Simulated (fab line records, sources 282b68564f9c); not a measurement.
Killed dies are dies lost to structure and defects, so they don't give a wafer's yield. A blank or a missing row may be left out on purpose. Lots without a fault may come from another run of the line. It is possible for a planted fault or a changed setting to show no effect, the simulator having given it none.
A lot that was struck, set against a sound lot	flow ritCmos	17 out of 202 route steps
Sound: the wafers L492.1, L492.4, L492.6. Wafers L504.4, L504.5, L504.6 were the ones struck. The cause is named last.
At each step with rows: each side's tool, then ch and its chambers, then its first start. Under that, the readings that differ: sound wafers	struck wafers	difference of the means	sigmas: that difference in standard deviations of wafers without a fault.
alike: same words and numbers on both sides, and readings whose means sit less than 2 such deviations apart. not compared: any withheld reading, any reading some wafer has no value for, any bound like >300 that may hide the same value, and any number with overlapping values for which the record gives no deviation.
Wherever a step has rows on one side only, a row that says differs or no value, or a row with sigmas, the two part there. When numbers do not overlap yet have no deviation, they are printed without sigmas and do not part them. A reading missing from all wafers of one side parts the sides only when that side holds two or more wafers.

first, 2 steps without rows for these wafers: RIT_NRETRO_HARDBAKE_07 (time 120 s); RIT_NRETRO_IMPLANT_08.
RIT_NRETRO_STRIP_09: strips in O2, time 180 s.
  sound on plasmaAsher-02 ch 1, day 2 22:20; struck on plasmaAsher-02 ch 0,1, day 5 10:32
  alike: drypumpMotorCurrentA
  not compared: rfHoursCounterH
RIT_NRETRO_TW_MEAS_10:
  struck on filmMetro-01, day 5 10:41; sound on filmMetro-01, day 2 22:31
  alike: NRETRO_TW
then, 6 steps without rows for these wafers: RIT_PRETRO_HMDS_00 (prime time 60 s); RIT_PRETRO_COAT_01 (resist thk 1300 nm); RIT_PRETRO_SOFTBAKE_02 (time 60 s); RIT_PRETRO_EXPOSE_03 (exposes mask M5, target cd 43700 nm); RIT_PRETRO_PEB_04; RIT_PRETRO_DEVELOP_05 (develop time 68 s).
RIT_PRETRO_OVL_MEAS_06:
  struck on overlay-01, day 5 11:53; sound on overlay-02, day 2 23:27
  alike: PRETRO_OVL
then, 1 step without rows for these wafers: RIT_PRETRO_HARDBAKE_07 (time 120 s).
RIT_PRETRO_IMPLANT_08:
  sound on implanter-04 ch 0, day 2 23:44; struck on implanter-02 ch 0, day 5 12:14
reading	sound	struck	difference	sigmas
beamOnS (s)	9.84 10.00 10.01	12.20 11.58 12.13	+2.02	+10
endStationPressureTorr (Torr)	5e-06 5e-06 4.9e-06	9.73e-05 9.79e-05 8.7e-05	+8.91e-05	+99 or more
faradayCurrentUA	38.5 38.0 38.2	31.6 33.2 31.8	-6.0	-8
RIT_PRETRO_STRIP_09: strips in O2, time 180 s.
  sound on plasmaAsher-02 ch 0,1, day 2 23:53; struck on plasmaAsher-01 ch 0,1, day 5 12:22
  alike: drypumpMotorCurrentA
  not compared: rfHoursCounterH
RIT_PRETRO_TW_MEAS_10:
  struck on filmMetro-02, day 5 12:31; sound on filmMetro-03, day 3 00:04
reading	sound	struck	difference	sigmas
PRETRO_TW	471 468 474	499 500 503	+30	+7
then, 1 step without rows for these wafers: RIT_GATE_WET_ETCH_00 (etches SiO2 in BOE, target depth 56 nm, time 60 s).
RIT_M1_PROBE_99:
  struck on prober-02, day 6 14:04; sound on prober-02, day 4 03:29
reading	sound	struck	difference	sigmas
model.etest.nmos_0p3.rOnOhmUm	2192 2261 2226	2338 2341 2323	+108	
model.etest.nmosTurned.driveUaUm	330.7 307 312.1	264.9 270.2 278.8	-45.3	
model.etest.nmos_0p15.driveUaUm	490 463 458.1	413.1 416.5 426.1	-51.8	
model.etest.nmos_0p3.driveUaUm	224.3 214 212.8	197 199.1 198.5	-19	
model.etest.nmosNarrow.driveUaUm	222.3 211 208.6	191.7 195.1 199.4	-18.6	
model.etest.retroEdgeNmos.offLog10AUm	-9.202 -9.383 -9.83	-11.19 -11.23 -10.88	-1.63	
model.etest.nmos_0p15.offLog10AUm	-9.309 -9.497 -9.937	-11.35 -11.27 -10.98	-1.62	
model.etest.diodeNplusPwell.bvV (V)	5.902 5.906 5.877	5.803 5.825 5.807	-0.083	
  alike: killedAtContacts, killedAtFrontEnd, killedDies, killedOpen, killedShort

## WHERE THEY PART
Earliest at RIT_PRETRO_IMPLANT_08; latest, in this record, at RIT_PRETRO_TW_MEAS_10. Later steps at which nothing parts them and some readings are alike: RIT_M1_PROBE_99.

WHY: whatever the simulator had introduced
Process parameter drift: implanter-02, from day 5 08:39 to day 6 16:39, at RIT_PRETRO_IMPLANT_08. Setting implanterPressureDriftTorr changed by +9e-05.
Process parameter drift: implanter-02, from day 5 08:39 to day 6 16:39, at RIT_PRETRO_IMPLANT_08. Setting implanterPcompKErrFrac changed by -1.
